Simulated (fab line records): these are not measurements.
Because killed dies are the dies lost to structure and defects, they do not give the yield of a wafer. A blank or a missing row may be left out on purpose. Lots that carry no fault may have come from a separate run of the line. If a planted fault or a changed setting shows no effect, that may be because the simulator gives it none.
fab line records | flow berkeley_cmos170
[record] lots = 14 | wafers = 42 | last_day = 11
route steps=331 shown START@1 NWELL@22 GATE@139 NLDD@164
lots untouched by any fault: they come from a run of this same line in which no faults occurred
start_h: start of the lot's first displayed wafer, in hours after the record's first day | wait_h: hours elapsed since this lot's preceding step | " unchanged from the row above | L1.1+2: one row covering several wafers at once | - no value present, or no start provided | * or withheld: withheld | < > ~ a bound
route shown NAME@n: NAME is a module with steps in the file, n the number in the route of the first one | usual: mean/standard deviation taken from wafers without a fault | same: alike in all rows | chamber/n: place in a boat | sites: each site's reading | _std_site: standard deviation of those values | _edge_site: the outer-site mean with the inner-site mean subtracted | radius_mm: how far each site lies from the wafer's centre | mask NAME#n: copy n | behind: the tool/chamber that last shaped the wafer | hold: the reason the lot was held/the length of the hold in hours/how it ended | device: transistor that didn't switch, given as n, p or np | end of line: tests of these same wafers at the route's end | step lacking rows: just its recipe | killed: at the first sort, the dies lost to defects and structure; wafer yield is something else | map: per-die view of a wafer (x killed, . not killed, _ where there is no die)
set.NAME: the run value of the setting; set.NAME@STEP: its run value at that earlier step | model.NAME: the simulator's own value behind a step, which no gauge read
a sample of lots followed through the steps of the route, with each step as a table and each wafer as a row
[[steps]]
[step UCB170_START_BOW_MEAS_00]
[recipe] mode = bow
[usual] INCOMING_BOW = 0/6.6
lot.wafer | tool          | chamber | start_h | wait_h | INCOMING_BOW[um]
L210.2    | film_metro-04 | -       | 15.02   | -      | -6
L210.4    | "             | -       | "       | "      | -5
L210.5    | "             | -       | "       | "      | 3
L211.1    | film_metro-04 | -       | 20.00   | -      | 0
L211.3    | "             | -       | "       | "      | -4
L211.6    | "             | -       | "       | "      | -12
L212.4    | film_metro-03 | -       | 25.06   | -      | 0
L212.5    | "             | -       | "       | "      | -10
L212.6    | "             | -       | "       | "      | -2
L213.1    | film_metro-03 | -       | 30.00   | -      | -2
L213.3    | "             | -       | "       | "      | -1
L213.5    | "             | -       | "       | "      | 3
L215.2    | film_metro-03 | -       | 40.02   | -      | -4
L215.5    | "             | -       | "       | "      | 2
L215.6    | "             | -       | "       | "      | 14
L216.3    | film_metro-04 | -       | 45.04   | -      | 14
L216.5    | "             | -       | "       | "      | 2
L216.6    | "             | -       | "       | "      | 1
L221.2    | film_metro-03 | -       | 70.02   | -      | -4
L221.4    | "             | -       | "       | "      | -1
L221.6    | "             | -       | "       | "      | -3
L222.1    | film_metro-03 | -       | 75.00   | -      | 1
L222.5    | "             | -       | "       | "      | 6
L222.6    | "             | -       | "       | "      | -3
L223.1    | film_metro-03 | -       | 80.00   | -      | 6
L223.3    | "             | -       | "       | "      | 6
L223.6    | "             | -       | "       | "      | -5
L228.1    | film_metro-02 | -       | 105.00  | -      | 4
L228.2    | "             | -       | "       | "      | -2
L228.4    | "             | -       | "       | "      | 14
L229.2    | film_metro-03 | -       | 110.02  | -      | -2
L229.4    | "             | -       | "       | "      | 1
L229.5    | "             | -       | "       | "      | -2
L230.1    | film_metro-02 | -       | 115.00  | -      | 2
L230.2    | "             | -       | "       | "      | 4
L230.3    | "             | -       | "       | "      | -4
L231.1    | film_metro-02 | -       | 120.00  | -      | -9
L231.2    | "             | -       | "       | "      | 9
L231.4    | "             | -       | "       | "      | -4
L232.2    | film_metro-03 | -       | 125.02  | -      | 5
L232.3    | "             | -       | "       | "      | 7
L232.4    | "             | -       | "       | "      | 6
[step UCB170_NWELL_SOFTBAKE_08]
[recipe] resist = KrF | temp_c = 130 | time_s = 60
[usual] run_length_s = 89.21/0.15
lot.wafer | tool           | chamber | start_h | wait_h | run_length_s
L210.2    | litho_track-04 | 0       | 37.62   | 0.1    | 89.10
L210.4    | "              | 0       | "       | "      | 89.04
L210.5    | "              | 0       | "       | "      | 89.17
L212.4    | litho_track-04 | 0       | 41.57   | 0.1    | 89.04
L212.5    | "              | 0       | "       | "      | 89.08
L212.6    | "              | 0       | "       | "      | 89.02
L211.1    | litho_track-02 | 0       | 41.67   | 0.1    | 89.43
L211.3    | "              | 0       | "       | "      | 89.15
L211.6    | "              | 0       | "       | "      | 89.13
L213.1    | litho_track-04 | 0       | 43.09   | 0.1    | 89.01
L213.3    | "              | 0       | "       | "      | 88.97
L213.5    | "              | 0       | "       | "      | 89.22
L215.2    | litho_track-02 | 0       | 54.39   | 0.1    | 89.21
L215.5    | "              | 0       | "       | "      | 89.08
L215.6    | "              | 0       | "       | "      | 89.33
L216.3    | litho_track-02 | 0       | 64.53   | 0.1    | 89.29
L216.5    | "              | 0       | "       | "      | 89.20
L216.6    | "              | 0       | "       | "      | 89.21
L221.2    | litho_track-02 | 0       | 88.03   | 0.1    | 89.31
L221.4    | "              | 0       | "       | "      | 89.08
L221.6    | "              | 0       | "       | "      | 89.19
L222.1    | litho_track-02 | 0       | 92.06   | 0.1    | 91.59
L222.5    | "              | 0       | "       | "      | 91.61
L222.6    | "              | 0       | "       | "      | 91.62
L223.1    | litho_track-02 | 0       | 97.91   | 0.1    | 91.61
L223.3    | "              | 0       | "       | "      | 91.67
L223.6    | "              | 0       | "       | "      | 91.56
L228.1    | litho_track-03 | 0       | 129.82  | 0.1    | 89.58
L228.2    | "              | 0       | "       | "      | 89.50
L228.4    | "              | 0       | "       | "      | 89.20
L229.2    | litho_track-03 | 0       | 131.28  | 0.1    | 89.50
L229.4    | "              | 0       | "       | "      | 89.40
L229.5    | "              | 0       | "       | "      | 89.22
L230.1    | litho_track-04 | 0       | 136.68  | 0.1    | 89.30
L230.2    | "              | 0       | "       | "      | 89.42
L230.3    | "              | 0       | "       | "      | 89.11
L231.1    | litho_track-03 | 0       | 136.87  | 0.1    | 89.20
L231.2    | "              | 0       | "       | "      | 89.20
L231.4    | "              | 0       | "       | "      | 89.35
L232.2    | litho_track-03 | 0       | 142.34  | 0.1    | 89.22
L232.3    | "              | 0       | "       | "      | 89.37
L232.4    | "              | 0       | "       | "      | 89.26
[step UCB170_GATE_OVL_MEAS_13]
[usual] GATE_OVL = 4/5.3
lot.wafer | tool       | chamber | start_h | wait_h | GATE_OVL[nm]
L210.2    | overlay-02 | -       | 132.46  | 0.1    | 3
L210.4    | "          | -       | "       | "      | -6
L210.5    | "          | -       | "       | "      | 1
L211.1    | overlay-01 | -       | 132.70  | 0.1    | 7
L211.3    | "          | -       | "       | "      | 3
L211.6    | "          | -       | "       | "      | 3
L212.4    | overlay-02 | -       | 132.95  | 0.1    | 4
L212.5    | "          | -       | "       | "      | 11
L212.6    | "          | -       | "       | "      | 6
L213.1    | overlay-01 | -       | 142.02  | 0.1    | 3
L213.3    | "          | -       | "       | "      | 0
L213.5    | "          | -       | "       | "      | 4
L215.2    | overlay-02 | -       | 142.39  | 0.1    | -4
L215.5    | "          | -       | "       | "      | -4
L215.6    | "          | -       | "       | "      | -1
L216.3    | overlay-02 | -       | 155.19  | 0.1    | 0
L216.5    | "          | -       | "       | "      | 6
L216.6    | "          | -       | "       | "      | 11
L223.1    | overlay-01 | -       | 182.51  | 0.1    | 7
L223.3    | "          | -       | "       | "      | 16
L223.6    | "          | -       | "       | "      | 7
L222.1    | overlay-01 | -       | 183.56  | 0.1    | 8
L222.5    | "          | -       | "       | "      | 9
L222.6    | "          | -       | "       | "      | 12
L221.2    | overlay-02 | -       | 183.81  | 0.1    | 9
L221.4    | "          | -       | "       | "      | 4
L221.6    | "          | -       | "       | "      | 9
L230.1    | overlay-02 | -       | 217.68  | 0.1    | 12
L230.2    | "          | -       | "       | "      | 5
L230.3    | "          | -       | "       | "      | 11
L228.1    | overlay-02 | -       | 217.96  | 0.1    | -7
L228.2    | "          | -       | "       | "      | -3
L228.4    | "          | -       | "       | "      | -5
L229.2    | overlay-02 | -       | 218.24  | 0.1    | 3
L229.4    | "          | -       | "       | "      | 7
L229.5    | "          | -       | "       | "      | 0
L231.1    | overlay-01 | -       | 218.28  | 0.1    | 7
L231.2    | "          | -       | "       | "      | 9
L231.4    | "          | -       | "       | "      | 9
L232.2    | overlay-01 | -       | 224.94  | 0.1    | 4
L232.3    | "          | -       | "       | "      | -3
L232.4    | "          | -       | "       | "      | 2
[step UCB170_NLDD_CD_MEAS_06]
[recipe] target_cd_nm = 1200
[usual] cd_nm = 1199.7/1.7
lot.wafer | tool      | chamber | start_h | wait_h | cd_nm
L210.2    | cd_sem-01 | -       | 135.83  | -      | 1200.6
L210.4    | "         | -       | "       | "      | 1199.1
L210.5    | "         | -       | "       | "      | 1200.5
L211.1    | cd_sem-02 | -       | 136.08  | -      | 1198.0
L211.3    | "         | -       | "       | "      | 1200.3
L211.6    | "         | -       | "       | "      | 1200.1
L212.4    | cd_sem-02 | -       | 136.94  | -      | 1196.6
L212.5    | "         | -       | "       | "      | 1198.3
L212.6    | "         | -       | "       | "      | 1199.1
L213.1    | cd_sem-01 | -       | 146.91  | -      | 1200.6
L213.3    | "         | -       | "       | "      | 1201.5
L213.5    | "         | -       | "       | "      | 1200.8
L215.2    | cd_sem-02 | -       | 147.75  | -      | 1200.4
L215.5    | "         | -       | "       | "      | 1200.7
L215.6    | "         | -       | "       | "      | 1200.8
L216.3    | cd_sem-02 | -       | 159.58  | -      | 1199.3
L216.5    | "         | -       | "       | "      | 1197.1
L216.6    | "         | -       | "       | "      | 1200.3
L223.1    | cd_sem-01 | -       | 187.91  | -      | 1200.0
L223.3    | "         | -       | "       | "      | 1199.2
L223.6    | "         | -       | "       | "      | 1199.8
L221.2    | cd_sem-02 | -       | 188.48  | -      | 1199.3
L221.4    | "         | -       | "       | "      | 1199.3
L221.6    | "         | -       | "       | "      | 1199.7
L222.1    | cd_sem-02 | -       | 188.58  | -      | 1200.5
L222.5    | "         | -       | "       | "      | 1201.2
L222.6    | "         | -       | "       | "      | 1200.7
L230.1    | cd_sem-02 | -       | 222.86  | -      | 1200.9
L230.2    | "         | -       | "       | "      | 1200.8
L230.3    | "         | -       | "       | "      | 1200.4
L228.1    | cd_sem-01 | -       | 222.91  | -      | 1199.9
L228.2    | "         | -       | "       | "      | 1199.1
L228.4    | "         | -       | "       | "      | 1201.2
L229.2    | cd_sem-02 | -       | 223.51  | -      | 1200.1
L229.4    | "         | -       | "       | "      | 1198.7
L229.5    | "         | -       | "       | "      | 1199.8
L231.1    | cd_sem-01 | -       | 223.58  | -      | 1197.0
L231.2    | "         | -       | "       | "      | 1196.6
L231.4    | "         | -       | "       | "      | 1196.0
L232.2    | cd_sem-01 | -       | 228.83  | -      | 1200.0
L232.3    | "         | -       | "       | "      | 1200.3
L232.4    | "         | -       | "       | "      | 1198.5
[[key]]
[first_sign] step = UCB170_NWELL_SOFTBAKE_08 | reading = run_length_s | direction = up | sigmas = 16 | usual = * | struck = *
effect none on later readings
met_at UCB170_NWELL_SOFTBAKE_08
struck_lots L222,L223
tester_left_out L222,L223
not_acting_at UCB170_START_BOW_MEAS_00,UCB170_GATE_OVL_MEAS_13,UCB170_NLDD_CD_MEAS_06
onset_between 88.03 92.06
[fault] kind = process_parameter_drift | tool = litho_track-02 | chamber = - | onset_h = 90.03 | steps = UCB170_NWELL_SOFTBAKE_08 | channel = time_s | offset = * | shape = step | end_h = 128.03 | acts_in = * | stated = *
// tester_left_out: of these lots the tester's yield and bins aren't shown, on N5 and GAA mostly nor the transistor test; their killed dies are dies lost to structure and defects alone, not to doping, threshold or leakage, so they don't give the yield
